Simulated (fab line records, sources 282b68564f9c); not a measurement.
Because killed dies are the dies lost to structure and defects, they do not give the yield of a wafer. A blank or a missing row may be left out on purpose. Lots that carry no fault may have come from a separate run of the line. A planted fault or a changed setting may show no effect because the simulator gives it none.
fab line records	flow rit_cmos	part 1 of 2: steps 1 to 28 of 29
record: lots: 5	wafers: 23
route steps=202 shown ACTIVE@2 NWELL@30 PRETRO@65 GATE@81 PLDD@122 SPACER@130 PSD@143 M1@202
start_h: hours from the record's opening day to when the first of the lot's shown wafers began	wait_h: hours from the lot's prior step to this one	" repeats the value in the row above	L1.1+2: a single row standing in for several wafers	- no value, or no start was given	* or withheld: withheld	< > ~ a bound
route shown NAME@n: NAME is a module with steps in the file, n the number in the route of the first one	usual: mean/standard deviation taken from wafers without a fault	same: alike in all rows	chamber/n: place in a boat	sites: readings site by site	_std_site: the standard deviation of these	_edge_site: the outer-site mean with the inner-site mean subtracted	radius_mm: for every site, how far away it sits from the centre of the wafer	mask NAME#n: copy n	behind: tool/chamber where the wafer was last shaped	hold: why the lot was held/for how many hours/how that ended	device: the n, p or np transistor that did not switch	end of line: tests of these same wafers at the route's end	a step with no rows: only its recipe	killed: not the wafer's yield, but the dies lost to structure and defects at the first sort	map: a wafer's dies, marking killed ones x, the rest . and places with no die _
set.NAME: the setting the step ran with; set.NAME@STEP: the setting that earlier step ran with	model.NAME: the simulator's own value behind a step, which no gauge read
lots with deliberately changed settings; one table per step, one row per wafer
== steps ==
step: RIT_ACTIVE_OXIDATION_01
recipe: temp_c: 1000	ambient: O2	target_thk_a: 468	ox_time_s: 3360
lot.wafer	tool	chamber	start_h	wait_h	set.ox_time_s	model.SiO2_of_ACTIVE_OXIDATION_01.thk_nm
L075.1	-	-	-	0.5	3626	48.28
L075.2	"	-	"	"	3626	48.56
L075.3	"	-	"	"	3626	48.13
L075.4	"	-	"	"	3626	48.15
L075.5	"	-	"	"	3626	48.16
L076.1	-	-	-	2.6	3038	43.08
L076.2	"	-	"	"	3038	44.38
L076.3	"	-	"	"	3038	43.5
L076.4	"	-	"	"	3038	43.74
L076.6	"	-	"	"	3038	43.45
L078.1	-	-	-	0.5	3209	43.76
L078.2	"	-	"	"	3209	44.63
L078.3	"	-	"	"	3209	44.44
L078.4	"	-	"	"	3209	43.53
L078.6	"	-	"	"	3209	44.86
L079.1	-	-	-	1.3	3011	42.6
L079.2	"	-	"	"	3011	41.63
L079.3	"	-	"	"	3011	42.91
L079.4	"	-	"	"	3011	43.13
L079.6	"	-	"	"	3011	42.75
L082.1	furnace-03	0	50.90	0.9	3360	47.37
L082.2	"	0	"	"	3360	47.51
L082.3	"	0	"	"	3360	46.31
step: RIT_ACTIVE_THK_MEAS_02
recipe: reads: SiO2_of_ACTIVE_OXIDATION_01
usual: ACTIVE_OXIDE_THK: 46.7/0.79
lot.wafer	tool	chamber	start_h	wait_h	set.ox_time_s@ACTIVE_OXIDATION_01	ACTIVE_OXIDE_THK[nm]
L075.1	film_metro-01	-	-	-	3626	48.3
L075.2	"	-	"	"	3626	48.5
L075.3	"	-	"	"	3626	48.1
L075.4	"	-	"	"	3626	48.2
L075.5	"	-	"	"	3626	48.1
L076.1	film_metro-03	-	-	-	3038	43.0
L076.2	"	-	"	"	3038	44.4
L076.3	"	-	"	"	3038	43.5
L076.4	"	-	"	"	3038	43.7
L076.6	"	-	"	"	3038	43.4
L078.1	film_metro-03	-	-	-	3209	43.8
L078.2	"	-	"	"	3209	44.6
L078.3	"	-	"	"	3209	44.5
L078.4	"	-	"	"	3209	43.5
L078.6	"	-	"	"	3209	44.9
L079.1	film_metro-04	-	-	-	3011	42.6
L079.2	"	-	"	"	3011	41.6
L079.3	"	-	"	"	3011	42.9
L079.4	"	-	"	"	3011	43.1
L079.6	"	-	"	"	3011	42.7
L082.1	film_metro-01	-	52.84	0.0	3360	47.4
L082.2	"	-	"	"	3360	47.5
L082.3	"	-	"	"	3360	46.3
step: RIT_ACTIVE_COAT_06
recipe: resist: NOVOLAK	spin_rpm: 3250	resist_thk_nm: 1000
lot.wafer	tool	chamber	start_h	wait_h	set.spin_rpm	model.NOVOLAK_of_ACTIVE_COAT_06.thk_nm
L075.1	litho_track-02	0	19.18	0.1	3250	1007
L075.2+3+5	"	0	"	"	3250	1002
L075.4	"	0	"	"	3250	1003
L076.1+2+4	litho_track-03	0	26.19	0.1	3250	1003
L076.3+6	"	0	"	"	3019	1038
L078.1	litho_track-03	0	34.17	0.1	3084	1031
L078.2	"	0	"	"	3084	1029
L078.3	"	0	"	"	3250	1000
L078.4+6	"	0	"	"	3250	1002
L079.1+3+4	litho_track-02	0	39.97	0.1	3250	1006
L079.2	"	0	"	"	3250	1007
L079.6	"	0	"	"	3250	1005
L082.1	litho_track-01	0	54.52	0.1	3250	1002
L082.2+3	"	0	"	"	3250	1004
step: RIT_ACTIVE_SOFTBAKE_07
recipe: resist: NOVOLAK	temp_c: 90.54	time_s: 60
step: RIT_ACTIVE_EXPOSE_08
recipe: mask_id: M1	na: 0.6	source_shape: conventional	sigma_outer: 0.6	target_cd_nm: 1400	dose_mj: 225
step: RIT_ACTIVE_DEVELOP_10
recipe: resist: NOVOLAK	develop_time_s: 50	dev_temp_c: 23
step: RIT_ACTIVE_HARDBAKE_12
recipe: resist: NOVOLAK	temp_c: 140	time_s: 60
lot.wafer	tool	chamber	start_h	wait_h	set.spin_rpm@ACTIVE_COAT_06	model.NOVOLAK_of_ACTIVE_COAT_06.thk_nm
L075.1	litho_track-01	0	20.12	0.1	3250	890.4
L075.2	"	0	"	"	3250	885.1
L075.3	"	0	"	"	3250	885.2
L075.4	"	0	"	"	3250	886.3
L075.5	"	0	"	"	3250	885.6
L076.1+4	litho_track-01	0	27.14	0.1	3250	886
L076.2	"	0	"	"	3250	886.6
L076.3	"	0	"	"	3019	916.7
L076.6	"	0	"	"	3019	917.3
L078.1	litho_track-01	0	34.99	0.1	3084	910.9
L078.2	"	0	"	"	3084	909.4
L078.3	"	0	"	"	3250	884.1
L078.4	"	0	"	"	3250	885.3
L078.6	"	0	"	"	3250	885.5
L079.1+3	litho_track-03	0	40.79	0.1	3250	889.1
L079.2	"	0	"	"	3250	889.9
L079.4	"	0	"	"	3250	889.4
L079.6	"	0	"	"	3250	888.2
L082.1	litho_track-01	0	55.47	0.1	3250	885.6
L082.2	"	0	"	"	3250	887.4
L082.3	"	0	"	"	3250	887.1
step: RIT_NWELL_SOFTBAKE_02
recipe: resist: NOVOLAK	temp_c: 90	time_s: 60
lot.wafer	tool	chamber	start_h	wait_h	set.temp_c
L075.1+5	litho_track-02	0	27.68	0.1	91.47
L075.2+3+4	"	0	"	"	90
L076.1+2+3+4+6	litho_track-04	0	32.46	0.1	90
L078.1+3+6	litho_track-03	0	42.33	0.1	87.86
L078.2+4	"	0	"	"	90
L079.1+2+6	litho_track-04	0	47.19	0.1	90
L079.3+4	"	0	"	"	88.43
L082.1+2+3	litho_track-04	0	61.74	0.1	90
step: RIT_NWELL_EXPOSE_03
recipe: mask_id: M2	na: 0.57	target_cd_nm: 43900	dose_mj: 250
step: RIT_NWELL_PEB_04
recipe: resist: NOVOLAK	temp_c: withheld	time_s: withheld
step: RIT_NWELL_DEVELOP_05
recipe: resist: NOVOLAK	develop_time_s: 68	dev_temp_c: 23
lot.wafer	tool	chamber	start_h	wait_h	set.temp_c@NWELL_SOFTBAKE_02	model.NOVOLAK_of_NWELL_COAT_01.thk_nm
L075.1	litho_track-02	0	-	-	91.47	1301
L075.2	"	0	"	"	90	1307
L075.3	"	0	"	"	90	1300
L075.4	"	0	"	"	90	1303
L075.5	"	0	"	"	91.47	1296
L076.1	litho_track-02	0	-	-	90	1309
L076.2+6	"	0	"	"	90	1307
L076.3	"	0	"	"	90	1305
L076.4	"	0	"	"	90	1310
L078.1+6	litho_track-03	0	-	-	87.86	1313
L078.2	"	0	"	"	90	1298
L078.3	"	0	"	"	87.86	1310
L078.4	"	0	"	"	90	1299
L079.1	litho_track-04	0	-	-	90	1304
L079.2	"	0	"	"	90	1305
L079.3	"	0	"	"	88.43	1315
L079.4	"	0	"	"	88.43	1312
L079.6	"	0	"	"	90	1306
L082.1+3	litho_track-04	0	-	-	90	1299
L082.2	"	0	"	"	90	1303
step: RIT_PRETRO_COAT_01
recipe: resist: NOVOLAK	spin_rpm: 2000	resist_thk_nm: 1300
lot.wafer	tool	chamber	start_h	wait_h	set.spin_rpm	model.NOVOLAK_of_PRETRO_COAT_01.thk_nm
L075.1	litho_track-01	0	38.44	0.1	2000	1302
L075.2	"	0	"	"	1903	1331
L075.3	"	0	"	"	1903	1337
L075.4	"	0	"	"	2000	1305
L075.5	"	0	"	"	2000	1306
L076.1	litho_track-02	0	43.92	0.1	1940	1321
L076.2	"	0	"	"	2000	1304
L076.3	"	0	"	"	2000	1300
L076.4	"	0	"	"	1940	1324
L076.6	"	0	"	"	1940	1322
L078.1	litho_track-03	0	52.60	0.1	2046	1292
L078.2	"	0	"	"	2046	1290
L078.3	"	0	"	"	2000	1303
L078.4	"	0	"	"	2000	1299
L078.6	"	0	"	"	2046	1291
L079.1	litho_track-02	0	58.03	0.1	2110	1269
L079.2	"	0	"	"	2000	1304
L079.3	"	0	"	"	2000	1299
L079.4	"	0	"	"	2110	1270
L079.6	"	0	"	"	2110	1268
L082.1	litho_track-02	0	71.68	0.1	2000	1309
L082.2	"	0	"	"	2000	1310
L082.3	"	0	"	"	2000	1304
step: RIT_PRETRO_SOFTBAKE_02
recipe: resist: NOVOLAK	temp_c: 90	time_s: 60
step: RIT_PRETRO_EXPOSE_03
recipe: mask_id: M5	na: 0.57	target_cd_nm: 43700	dose_mj: 250
step: RIT_PRETRO_DEVELOP_05
recipe: resist: NOVOLAK	develop_time_s: 68	dev_temp_c: 23
step: RIT_PRETRO_HARDBAKE_07
recipe: resist: NOVOLAK	temp_c: 140	time_s: 120
lot.wafer	tool	chamber	start_h	wait_h	set.spin_rpm@PRETRO_COAT_01	model.NOVOLAK_of_PRETRO_COAT_01.thk_nm
L075.1	litho_track-02	0	39.25	0.0	2000	1139
L075.2	"	0	"	"	1903	1164
L075.3	"	0	"	"	1903	1169
L075.4	"	0	"	"	2000	1141
L075.5	"	0	"	"	2000	1142
L076.1	litho_track-03	0	44.88	0.0	1940	1155
L076.2	"	0	"	"	2000	1140
L076.3	"	0	"	"	2000	1137
L076.4	"	0	"	"	1940	1157
L076.6	"	0	"	"	1940	1156
L078.1+6	litho_track-02	0	53.37	0.0	2046	1130
L078.2	"	0	"	"	2046	1128
L078.3	"	0	"	"	2000	1140
L078.4	"	0	"	"	2000	1136
L079.1	litho_track-01	0	58.79	0.0	2110	1110
L079.2	"	0	"	"	2000	1140
L079.3	"	0	"	"	2000	1136
L079.4	"	0	"	"	2110	1111
L079.6	"	0	"	"	2110	1109
L082.1+2	litho_track-02	0	72.44	0.0	2000	1145
L082.3	"	0	"	"	2000	1140
step: RIT_GATE_OXIDATION_05
recipe: temp_c: 900	ambient: O2	target_thk_a: 30	ox_time_s: 270
lot.wafer	tool	chamber	start_h	wait_h	set.ox_time_s	model.SiO2_of_GATE_OXIDATION_05.thk_nm
L075.1	-	-	-	1.5	270	2.892
L075.2	"	-	"	"	270	2.984
L075.3	"	-	"	"	270	2.915
L075.4	"	-	"	"	270	2.977
L075.5	"	-	"	"	270	2.935
L076.1	-	-	-	0.1	252.3	2.818
L076.2	"	-	"	"	252.3	2.792
L076.3	"	-	"	"	252.3	2.78
L076.4	"	-	"	"	252.3	2.836
L076.6	"	-	"	"	252.3	2.799
L078.1	-	-	-	0.6	270	3.037
L078.2	"	-	"	"	270	3.049
L078.3	"	-	"	"	270	3.052
L078.4	"	-	"	"	270	3.079
L078.6	"	-	"	"	270	3.056
L079.1	-	-	-	0.1	280.6	3.077
L079.2	"	-	"	"	280.6	3.051
L079.3	"	-	"	"	280.6	3.057
L079.4	"	-	"	"	280.6	3.088
L079.6	"	-	"	"	280.6	3.106
L082.1	furnace-04	0	73.55	0.1	270	2.979
L082.2	"	0	"	"	270	3.013
L082.3	"	0	"	"	270	2.985
step: RIT_GATE_COAT_11
recipe: resist: NOVOLAK	spin_rpm: 4250	resist_thk_nm: 850
lot.wafer	tool	chamber	start_h	wait_h	set.resist_thk_nm	model.NOVOLAK_of_GATE_COAT_11.thk_nm
L075.1	litho_track-03	0	46.38	0.1	850	849.3
L075.2	"	0	"	"	893.5	892.3
L075.3	"	0	"	"	850	851.1
L075.4	"	0	"	"	893.5	893.6
L075.5	"	0	"	"	893.5	892.6
L076.1	litho_track-04	0	49.23	0.1	850	855.3
L076.2	"	0	"	"	850	855.1
L076.3	"	0	"	"	850	856.4
L076.4	"	0	"	"	805.4	811.4
L076.6	"	0	"	"	805.4	808.7
L078.1	litho_track-04	0	58.26	0.1	836.1	841.4
L078.2	"	0	"	"	850	854.2
L078.3	"	0	"	"	836.1	841.8
L078.4	"	0	"	"	836.1	838.4
L078.6	"	0	"	"	850	855.2
L079.1	litho_track-04	0	65.93	0.1	835.3	836.7
L079.2	"	0	"	"	835.3	838.5
L079.3	"	0	"	"	850	854.2
L079.4	"	0	"	"	835.3	840.4
L079.6	"	0	"	"	850	856.1
L082.1	litho_track-04	0	78.54	0.1	850	850.9
L082.2	"	0	"	"	850	852.7
L082.3	"	0	"	"	850	849.9
step: RIT_GATE_DEVELOP_15
recipe: resist: NOVOLAK	develop_time_s: 50	dev_temp_c: 23
lot.wafer	tool	chamber	start_h	wait_h	set.develop_time_s
L075.1+3+5	litho_track-03	0	-	-	50
L075.2+4	"	0	"	"	57.16
L076.1+6	litho_track-04	0	-	-	50
L076.2+3+4	"	0	"	"	43.06
L078.1+3+6	litho_track-04	0	-	-	47.07
L078.2+4	"	0	"	"	50
L079.1+2+3+4+6	litho_track-04	0	-	-	50
L082.1+2+3	litho_track-02	0	-	-	50
step: RIT_GATE_HARDBAKE_18
recipe: resist: NOVOLAK	temp_c: 140	time_s: 60
lot.wafer	tool	chamber	start_h	wait_h	set.resist_thk_nm@GATE_COAT_11	model.NOVOLAK_of_GATE_COAT_11.thk_nm
L075.1	litho_track-04	0	47.40	0.0	850	751.9
L075.2	"	0	"	"	893.5	789.5
L075.3	"	0	"	"	850	753.5
L075.4	"	0	"	"	893.5	790.6
L075.5	"	0	"	"	893.5	789.8
L076.1	litho_track-03	0	50.29	0.0	850	757.2
L076.2	"	0	"	"	850	757
L076.3	"	0	"	"	850	758.1
L076.4	"	0	"	"	805.4	718.7
L076.6	"	0	"	"	805.4	716.3
L078.1	litho_track-02	0	59.11	0.0	836.1	744.9
L078.2	"	0	"	"	850	756.2
L078.3	"	0	"	"	836.1	745.3
L078.4	"	0	"	"	836.1	742.4
L078.6	"	0	"	"	850	757.1
L079.1	litho_track-03	0	66.86	0.1	835.3	740.9
L079.2	"	0	"	"	835.3	742.5
L079.3	"	0	"	"	850	756.1
L079.4	"	0	"	"	835.3	744.1
L079.6	"	0	"	"	850	757.8
L082.1	litho_track-03	0	79.63	0.1	850	753.2
L082.2	"	0	"	"	850	754.9
L082.3	"	0	"	"	850	752.3
step: RIT_GATE_ETCH_19
recipe: chemistry: SF6/CHF3/O2	time_s: 171.6	SF6_flow_sccm: 30	CHF3_flow_sccm: 30	O2_flow_sccm: 5	target: poly-Si	pressure_mtorr: 40	rf_w: 160	target_depth_a: 3125	over_etch_frac: 0.25	stop_on: SiO2
lot.wafer	tool	chamber	start_h	wait_h	set.resist_thk_nm@GATE_COAT_11	set.develop_time_s@GATE_DEVELOP_15	model.NOVOLAK_of_GATE_COAT_11.thk_nm	model.GATE.cd_nm
L075.1	rie_si-01	2	47.55	0.1	850	50	662.7	154.2
L075.2	"	3	"	"	893.5	57.16	701.9	139
L075.3	"	0	"	"	850	50	670.3	151.7
L075.4	"	1	"	"	893.5	57.16	702.6	140.6
L075.5	"	3	"	"	893.5	50	701.7	162.4
L076.1	rie_si-01	3	50.44	0.1	850	50	670.6	153.7
L076.2	"	1	"	"	850	43.06	670.5	-
L076.3	"	0	"	"	850	43.06	675.7	-
L076.4	"	2	"	"	805.4	43.06	630.2	171
L076.6	"	0	"	"	805.4	50	633.2	143.8
L078.1	rie_si-01	0	59.26	0.1	836.1	47.07	660.9	159.8
L078.2	"	1	"	"	850	50	668.6	152.2
L078.3	"	3	"	"	836.1	47.07	658.1	159.6
L078.4	"	2	"	"	836.1	50	653.3	149.6
L078.6	"	1	"	"	850	47.07	670.6	163.5
L079.1	rie_si-02	1	67.01	0.1	835.3	50	662.9	151.6
L079.2	"	3	"	"	835.3	50	659.7	152.7
L079.3	"	0	"	"	850	50	674.2	155.4
L079.4	"	1	"	"	835.3	50	666.1	152.9
L079.6	"	0	"	"	850	50	676.1	157
L082.1	rie_si-01	3	79.78	0.1	850	50	665.2	149.9
L082.2	"	2	"	"	850	50	665.3	153.7
L082.3	"	1	"	"	850	50	663.5	149.5
step: RIT_PLDD_IMPLANT_08
recipe: species: BF2	energy_kev: 20	dose_cm2: 9e+14	tilt_deg: 7
lot.wafer	tool	chamber	start_h	wait_h	set.energy_kev	model.implant.rp_nm	model.implant.drp_nm
L075.1+2+3+4+5	implanter-02	0	53.55	0.1	20	17.56	9.752
L076.1+3+6	implanter-04	0	57.56	0.1	20.31	17.26	9.858
L076.2+4	"	0	"	"	20	17.06	9.752
L078.1+3	implanter-04	0	65.67	0.1	19.33	16.76	9.521
L078.2+4+6	"	0	"	"	20	17.21	9.752
L079.1+2+3+4+6	implanter-04	0	73.08	0.1	20	17.5	9.752
L082.1+2+3	implanter-01	0	87.40	0.1	20	17.17	9.752
step: RIT_SPACER_ETCHBACK_05
recipe: target_depth_a: 2500	SF6_flow_sccm: 30	CHF3_flow_sccm: 30	target: Si3N4	chemistry: SF6/CHF3	pressure_mtorr: 40	rf_w: 250	time_s: 240	stop_on: SiO2
usual: oes_product_au: 0.845/0.015
lot.wafer	tool	chamber	start_h	wait_h	set.time_s	oes_product_au	model.Si3N4_of_SPACER_CVD_03.thk_nm
L075.1	rie_diel-03	0	56.28	0.1	213.6	0.944	200.6
L075.2	"	1	"	"	213.6	0.931	200.9
L075.3	"	3	"	"	240	0.851	194.7
L075.4	"	2	"	"	213.6	0.899	200.3
L075.5	"	3	"	"	240	0.846	194.3
L076.1	rie_diel-02	2	61.25	0.1	222.1	0.882	199
L076.2	"	3	"	"	240	0.840	195.1
L076.3	"	1	"	"	240	0.862	195.8
L076.4	"	0	"	"	222.1	0.890	201.1
L076.6	"	0	"	"	240	0.851	196.1
L078.1	rie_diel-03	3	68.40	0.1	252.9	0.838	189.7
L078.2	"	2	"	"	252.9	0.806	191
L078.3	"	1	"	"	240	0.849	193.8
L078.4	"	0	"	"	240	0.858	192.3
L078.6	"	1	"	"	252.9	0.840	190
L079.1	rie_diel-03	2	76.77	0.1	240	0.825	196.2
L079.2	"	0	"	"	240	0.862	195.7
L079.3	"	3	"	"	240	0.848	195.6
L079.4	"	1	"	"	240	0.847	195.4
L079.6	"	3	"	"	240	0.845	192.5
L082.1	rie_diel-03	1	90.15	0.1	240	0.848	197
L082.2	"	0	"	"	240	0.866	195.7
L082.3	"	3	"	"	240	0.848	194.4
step: RIT_PSD_COAT_01
recipe: resist: NOVOLAK	spin_rpm: 3250	resist_thk_nm: 1000
lot.wafer	tool	chamber	start_h	wait_h	set.spin_rpm	model.NOVOLAK_of_PSD_COAT_01.thk_nm
L075.1+5	litho_track-03	0	58.19	0.1	3154	1015
L075.2	"	0	"	"	3250	1003
L075.3	"	0	"	"	3250	999.2
L075.4	"	0	"	"	3154	1014
L076.1+2	litho_track-02	0	62.97	0.1	3062	1031
L076.3	"	0	"	"	3062	1032
L076.4+6	"	0	"	"	3250	1002
L078.1	litho_track-04	0	70.15	0.1	3393	985
L078.2	"	0	"	"	3393	986.4
L078.3	"	0	"	"	3250	1011
L078.4	"	0	"	"	3393	986.7
L078.6	"	0	"	"	3250	1008
L079.1	litho_track-04	0	78.99	0.1	3250	1002
L079.2	"	0	"	"	3250	998.8
L079.3	"	0	"	"	3250	1000
L079.4+6	"	0	"	"	3023	1038
L082.1	litho_track-04	0	91.87	0.1	3250	1006
L082.2	"	0	"	"	3250	1009
L082.3	"	0	"	"	3250	1002
step: RIT_PSD_SOFTBAKE_02
recipe: resist: NOVOLAK	temp_c: 90	time_s: 60
step: RIT_PSD_EXPOSE_03
recipe: mask_id: M10	na: 0.57	target_cd_nm: 40900	dose_mj: 250
step: RIT_PSD_DEVELOP_05
recipe: resist: NOVOLAK	develop_time_s: 50	dev_temp_c: 23
step: RIT_PSD_HARDBAKE_07
recipe: resist: NOVOLAK	temp_c: 140	time_s: 60
lot.wafer	tool	chamber	start_h	wait_h	set.spin_rpm@PSD_COAT_01	model.NOVOLAK_of_PSD_COAT_01.thk_nm
L075.1+5	litho_track-03	0	58.93	0.0	3154	897.2
L075.2	"	0	"	"	3250	886
L075.3	"	0	"	"	3250	883
L075.4	"	0	"	"	3154	896.4
L076.1	litho_track-03	0	63.83	0.0	3062	910.7
L076.2	"	0	"	"	3062	910.9
L076.3	"	0	"	"	3062	912.2
L076.4	"	0	"	"	3250	885.6
L076.6	"	0	"	"	3250	885.2
L078.1	litho_track-02	0	70.98	0.0	3393	870.7
L078.2	"	0	"	"	3393	871.9
L078.3	"	0	"	"	3250	893.2
L078.4	"	0	"	"	3393	872.1
L078.6	"	0	"	"	3250	890.5
L079.1	litho_track-03	0	79.78	0.1	3250	885.9
L079.2	"	0	"	"	3250	882.7
L079.3	"	0	"	"	3250	883.7
L079.4	"	0	"	"	3023	916.9
L079.6	"	0	"	"	3023	917.1
L082.1	litho_track-03	0	92.66	0.0	3250	888.7
L082.2	"	0	"	"	3250	891.6
L082.3	"	0	"	"	3250	885.7
== key ==
split: step: RIT_ACTIVE_OXIDATION_01	setting: ox_time_s	stated: 3360	by: lot
response: step: RIT_ACTIVE_OXIDATION_01	reading: model.SiO2_of_ACTIVE_OXIDATION_01.thk_nm	change: +0.301	per: 1%	r: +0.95
response: step: RIT_ACTIVE_THK_MEAS_02	reading: ACTIVE_OXIDE_THK	change: +0.301	per: 1%	r: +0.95
split: step: RIT_ACTIVE_COAT_06	setting: spin_rpm	stated: 3250	by: wafer
response: step: RIT_ACTIVE_COAT_06	reading: model.NOVOLAK_of_ACTIVE_COAT_06.thk_nm	change: -5.19	per: 1%	r: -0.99
response: step: RIT_ACTIVE_HARDBAKE_12	reading: model.NOVOLAK_of_ACTIVE_COAT_06.thk_nm	change: -4.54	per: 1%	r: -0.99
split: step: RIT_NWELL_SOFTBAKE_02	setting: temp_c	stated: 90	by: wafer
response: step: RIT_NWELL_DEVELOP_05	reading: model.NOVOLAK_of_NWELL_COAT_01.thk_nm	change: -4.82	per: 1%	r: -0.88
split: step: RIT_PRETRO_COAT_01	setting: spin_rpm	stated: 2000	by: wafer
response: step: RIT_PRETRO_COAT_01	reading: model.NOVOLAK_of_PRETRO_COAT_01.thk_nm	change: -6	per: 1%	r: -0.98
response: step: RIT_PRETRO_HARDBAKE_07	reading: model.NOVOLAK_of_PRETRO_COAT_01.thk_nm	change: -5.17	per: 1%	r: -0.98
split: step: RIT_GATE_OXIDATION_05	setting: ox_time_s	stated: 270	by: lot
response: step: RIT_GATE_OXIDATION_05	reading: model.SiO2_of_GATE_OXIDATION_05.thk_nm	change: +0.0264	per: 1%	r: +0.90
split: step: RIT_GATE_COAT_11	setting: resist_thk_nm	stated: 850	by: wafer
response: step: RIT_GATE_COAT_11	reading: model.NOVOLAK_of_GATE_COAT_11.thk_nm	change: +8.57	per: 1%	r: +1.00
response: step: RIT_GATE_HARDBAKE_18	reading: model.NOVOLAK_of_GATE_COAT_11.thk_nm	change: +7.51	per: 1%	r: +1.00
response: step: RIT_GATE_ETCH_19	reading: model.NOVOLAK_of_GATE_COAT_11.thk_nm	change: +7.34	per: 1%	r: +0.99
response: step: RIT_GATE_ETCH_19	reading: model.GATE.cd_nm	slope: +1.97	per: 1%	together_with: develop_time_s@GATE_DEVELOP_15	explained: 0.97
split: step: RIT_GATE_DEVELOP_15	setting: develop_time_s	stated: 50	by: wafer
response: step: RIT_GATE_ETCH_19	reading: model.GATE.cd_nm	change: -1.34	per: 1%	r: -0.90
response: step: RIT_M1_PROBE_99	reading: model.etest.pmos_turned.r_on_ohm_um	change: -39.6	per: 1%	r: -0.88
response: step: RIT_M1_PROBE_99	reading: model.etest.pmos_0p15.r_on_ohm_um	change: -39.4	per: 1%	r: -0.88
response: step: RIT_M1_PROBE_99	reading: model.etest.pmos_0p3.r_on_ohm_um	change: -38.3	per: 1%	r: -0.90
response: step: RIT_M1_PROBE_99	reading: model.etest.nmos_0p3.r_on_ohm_um	change: -13.2	per: 1%	r: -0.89
split: step: RIT_PLDD_IMPLANT_08	setting: energy_kev	stated: 20	by: wafer
response: step: RIT_PLDD_IMPLANT_08	reading: model.implant.rp_nm	change: +0.134	per: 1%	r: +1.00
response: step: RIT_PLDD_IMPLANT_08	reading: model.implant.drp_nm	change: +0.0688	per: 1%	r: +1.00
split: step: RIT_SPACER_ETCHBACK_05	setting: time_s	stated: 240	by: wafer
response: step: RIT_SPACER_ETCHBACK_05	reading: oes_product_au	change: -0.006	per: 1%	r: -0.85
response: step: RIT_SPACER_ETCHBACK_05	reading: model.Si3N4_of_SPACER_CVD_03.thk_nm	change: -0.56	per: 1%	r: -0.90
response: step: RIT_M1_PROBE_99	reading: model.etest.pplus_sal.width_nm	change: +6.8	per: 1%	r: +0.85
response: step: RIT_M1_PROBE_99	reading: model.etest.nplus_sal.width_nm	change: +7.77	per: 1%	r: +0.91
split: step: RIT_PSD_COAT_01	setting: spin_rpm	stated: 3250	by: wafer
response: step: RIT_PSD_COAT_01	reading: model.NOVOLAK_of_PSD_COAT_01.thk_nm	change: -5.23	per: 1%	r: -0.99
response: step: RIT_PSD_HARDBAKE_07	reading: model.NOVOLAK_of_PSD_COAT_01.thk_nm	change: -4.58	per: 1%	r: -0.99
